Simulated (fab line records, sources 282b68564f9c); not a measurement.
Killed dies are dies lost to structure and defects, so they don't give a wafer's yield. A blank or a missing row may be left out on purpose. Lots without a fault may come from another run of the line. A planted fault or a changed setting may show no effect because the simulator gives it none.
Which tool did it? | flow rit_cmos | 14 lots, 42 wafers sampled, at 2 steps of a route of 202

WHAT THE GAUGES READ, wafer by wafer
RIT_REOX_THK_MEAS_04.
lot  | measured    | on            | REOX_OXIDE_THK (nm)
L147 | day 2 21:59 | film_metro-04 | 25.6 25.3 25.8
L149 | day 3 07:53 | film_metro-04 | 24.7 24.5 24.9
L150 | day 3 13:26 | film_metro-02 | 25.5 25.6 25.6
L151 | day 3 18:39 | film_metro-02 | 28.1 27.8 28.3
L152 | day 3 22:42 | film_metro-01 | 28.0 27.8 28.0
L153 | day 4 02:37 | film_metro-01 | 25.3 25.4 25.3
L155 | day 4 16:15 | film_metro-02 | 24.7 24.7 24.8
L163 | day 6 07:44 | film_metro-02 | 25.3 25.0 24.9
L164 | day 6 10:40 | film_metro-02 | 25.0 24.9 25.0
L165 | day 6 15:22 | film_metro-02 | 25.3 25.5 25.7
L166 | day 6 19:41 | film_metro-04 | 25.0 24.4 25.0
L167 | day 7 02:43 | film_metro-02 | 25.2 25.0 25.0
L168 | day 7 07:20 | film_metro-04 | 25.9 25.8 25.4
L169 | day 7 11:49 | film_metro-01 | 26.4 25.9 26.0

WHICH TOOL RAN EACH LOT (tool, then ch and the chambers of the sampled wafers, then the start)
lot  | RIT_REOX_OXIDATION_03
L147 | furnace-02 ch 0, day 2 19:26
L149 | furnace-04 ch 0, day 3 05:20
L150 | furnace-02 ch 0, day 3 10:52
L151 | furnace-02 ch 0, day 3 16:05
L152 | furnace-02 ch 0, day 3 20:08
L153 | furnace-03 ch 0, day 4 00:02
L155 | furnace-04 ch 0, day 4 13:41
L163 | furnace-03 ch 0, day 6 05:10
L164 | furnace-04 ch 0, day 6 08:05
L165 | furnace-03 ch 0, day 6 12:49
L166 | furnace-02 ch 0, day 6 17:08
L167 | furnace-02 ch 0, day 7 00:10
L168 | furnace-02 ch 0, day 7 04:47
L169 | furnace-02 ch 0, day 7 09:16
- RIT_REOX_OXIDATION_03: target thk 25.2 nm, ox time 5580 s.

WHAT THE TOOLS THEMSELVES READ (means of the sampled wafers that have a number; where no wafer has one, the mark that the record gives instead)
RIT_REOX_OXIDATION_03.
lot  | tool       | zone_power_centre_pct (%) | zone_power_load_pct (%)
L147 | furnace-02 | 41.7                      | 25.4
L149 | furnace-04 | 38.3                      | 26.2
L150 | furnace-02 | 41.8                      | 25.4
L151 | furnace-02 | 41.7                      | 25.4
L152 | furnace-02 | 41.6                      | 25.6
L153 | furnace-03 | 37.5                      | 21.2
L155 | furnace-04 | 38.6                      | 26.2
L163 | furnace-03 | 37.6                      | 21.2
L164 | furnace-04 | 38.3                      | 26.3
L165 | furnace-03 | 37.3                      | 21.5
L166 | furnace-02 | 41.5                      | 25.6
L167 | furnace-02 | 41.4                      | 25.4
L168 | furnace-02 | 41.8                      | 25.2
L169 | furnace-02 | 41.2                      | 25.8

THE ANSWER, worked out from the rows above alone
Rule: what is usual is taken from the lots themselves. Put in order of their means at a reading, lots are off if they are a third of the lots or fewer, leave a main group of 4 or more, and stand apart from it by a gap of 3 or more times the standard deviation of the main group's means; of several such gaps the widest counts. A main group whose means are all the same, to the digits that the tables above print for the reading, isn't used. A lot without any number at a reading at which 4 lots or more have one is off too. The other lots that the step has rows for count as sound. The gauges are gone through in route order, then the tools' own readings, and for those a lot's mean is taken as printed above. The first step at which some lot is off is used, and at that step the reading that is off furthest; a lot without a number counts as furthest.
Off: L151, L152, at RIT_REOX_THK_MEAS_04 (REOX_OXIDE_THK). The main group: mean 25.3 nm, standard deviation 0.42.
A tool fits if, at a process step before that reading, it ran every lot that is off, and no sound lot after the first of them. The gauges at RIT_REOX_THK_MEAS_04 are tried like those tools. None of those tried fits.

WHAT THE SIMULATOR HAD PUT IN
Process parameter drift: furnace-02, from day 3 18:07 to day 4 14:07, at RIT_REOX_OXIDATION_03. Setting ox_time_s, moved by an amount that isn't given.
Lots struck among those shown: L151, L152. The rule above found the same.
